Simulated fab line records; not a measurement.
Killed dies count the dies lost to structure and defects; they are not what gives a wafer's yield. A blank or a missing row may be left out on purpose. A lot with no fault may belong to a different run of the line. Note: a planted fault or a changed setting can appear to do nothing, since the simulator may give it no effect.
Problem report in the 8D (eight disciplines) form, filled by code :: flow rit_cmos :: the parts of the form that need people (team, actions taken, sign-off) are left out

## 1. PROBLEM STATEMENT
Mean GATE_OXIDE_THK at RIT_GATE_THK_MEAS_07: 0.43 nm over 6 wafers in 2 lots; fault-free wafers: 3.03 nm, standard deviation 0.06. That is -43 standard deviations from the usual mean.
First observed at day 7 01:01: wafer L203.2, on film_metro-03. The record holds 42 wafers of 14 lots with a number at this step. Rule for "out", or "out of limits": more than 4 standard deviations from the usual mean. All remaining wafers that have a number are taken as sound.

## 2. WHAT THIS IS AND IS NOT
question: which readings at this step
is: GATE_OXIDE_THK
is not: -

question: which lots
is: L203, L204
is not: L181, L182, L185, L186, L188, L189, L190, L191, L192, L194, L195, L196

question: which wafers of those lots
is: all that have a number
is not: -

question: read on which gauges
is: film_metro-03
is not: film_metro-01, film_metro-02

question: when
is: from day 7 01:01
is not: up to then (36 sound wafers)

## 3. THE SUSPECTS, EACH WITH WHAT RULES IT OUT
Counting: a tool at any process step up to the reading remains a suspect when it ran all the lots that are out and ran no sound lot after the first of those.
- the gauge at RIT_GATE_THK_MEAS_07: ruled out. All the wafers that are out were read on film_metro-03, but those of them that RIT_GATE_OXIDATION_05 has rows for are out there too, on other tools.
- furnace-03 at RIT_GATE_OXIDATION_05 (target thk 3 nm, ox time 270 s): kept. Every lot that is out went through it, starting with L203 (day 6 22:22), and after that it ran no sound lot; the last sound lot it ran before then is L191 (day 4 16:47). Out on those wafers are its own readings of spike_tc_centre_C, spike_tc_load_C, spike_tc_source_C, tube_center_temp_C, tube_center_temp_C_max, zone_power_load_pct, zone_power_source_pct.
Left after counting: furnace-03 at RIT_GATE_OXIDATION_05.

## 4. THE CAUSE (what the simulator had put in)
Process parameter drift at RIT_GATE_OXIDATION_05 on furnace-03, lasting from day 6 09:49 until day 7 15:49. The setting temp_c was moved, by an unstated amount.
After counting, this tool was the only one left.

## 5. THE EFFECT CHAIN, in route order
Rows list readings where the struck wafers' mean (over those with a number) sits beyond 3 standard deviations from the usual. Only readings for which the record gives a usual standard deviation are gone through. hours: the time from each lot's start at the first step in this table that gives one to its start at this step, as a median over the lots. sigmas: the change in usual standard deviations.
hours: 0
step: RIT_GATE_OXIDATION_05
reading: spike_tc_centre_C
usual: 902.6 C
on struck wafers: 771.1
change: -131.5
sigmas: -99 or more

hours: 0
step: RIT_GATE_OXIDATION_05
reading: spike_tc_load_C
usual: 926.3 C
on struck wafers: 790.5
change: -135.8
sigmas: -85

hours: 0
step: RIT_GATE_OXIDATION_05
reading: spike_tc_source_C
usual: 926.4 C
on struck wafers: 791.5
change: -134.9
sigmas: -56

hours: 0
step: RIT_GATE_OXIDATION_05
reading: tube_center_temp_C
usual: 899.99 C
on struck wafers: 767.54
change: -132.45
sigmas: -99 or more

hours: 0
step: RIT_GATE_OXIDATION_05
reading: tube_center_temp_C_max
usual: 902.3
on struck wafers: 769.8
change: -132.5
sigmas: -99 or more

hours: 0
step: RIT_GATE_OXIDATION_05
reading: zone_power_load_pct
usual: 27.4 %
on struck wafers: 19.4
change: -8.0
sigmas: -5.7

hours: 0
step: RIT_GATE_OXIDATION_05
reading: zone_power_source_pct
usual: 27.2 %
on struck wafers: 20.6
change: -6.6
sigmas: -4.4

hours: 2
step: RIT_GATE_THK_MEAS_07
reading: GATE_OXIDE_THK
usual: 3.03 nm
on struck wafers: 0.43
change: -2.60
sigmas: -43

hours: 27
step: RIT_M1_PROBE_99
reading: killed_at_front_end
usual: 7.0
on struck wafers: 263.8
change: +256.8
sigmas: +89

hours: 27
step: RIT_M1_PROBE_99
reading: killed_dies
usual: 7.2
on struck wafers: 264.0
change: +256.8
sigmas: +89

hours: 27
step: RIT_M1_PROBE_99
reading: killed_on_rim
usual: 2.1
on struck wafers: 70.0
change: +67.9
sigmas: +49
Process steps it contains:
- RIT_GATE_OXIDATION_05: target thk 3 nm, ox time 270 s.
- RIT_M1_PROBE_99

## 6. WHAT WOULD HAVE CAUGHT IT SOONER
Counted from the fault's start at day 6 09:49, it took 15 hours until the first out-of-limits reading at a measuring or inspecting step in this record, taken at day 7 01:01.
At RIT_GATE_OXIDATION_05, the tool's own readings (spike_tc_centre_C, spike_tc_load_C, spike_tc_source_C, tube_center_temp_C, tube_center_temp_C_max, zone_power_load_pct, zone_power_source_pct) were out on each struck wafer the step has a row for, so an alarm limit on them would have fired on the first such wafer.
Lots out: 2; of these, L204 started RIT_GATE_OXIDATION_05 on furnace-03 after day 7 01:01. It would have been spared by a hold on the tool at that moment.
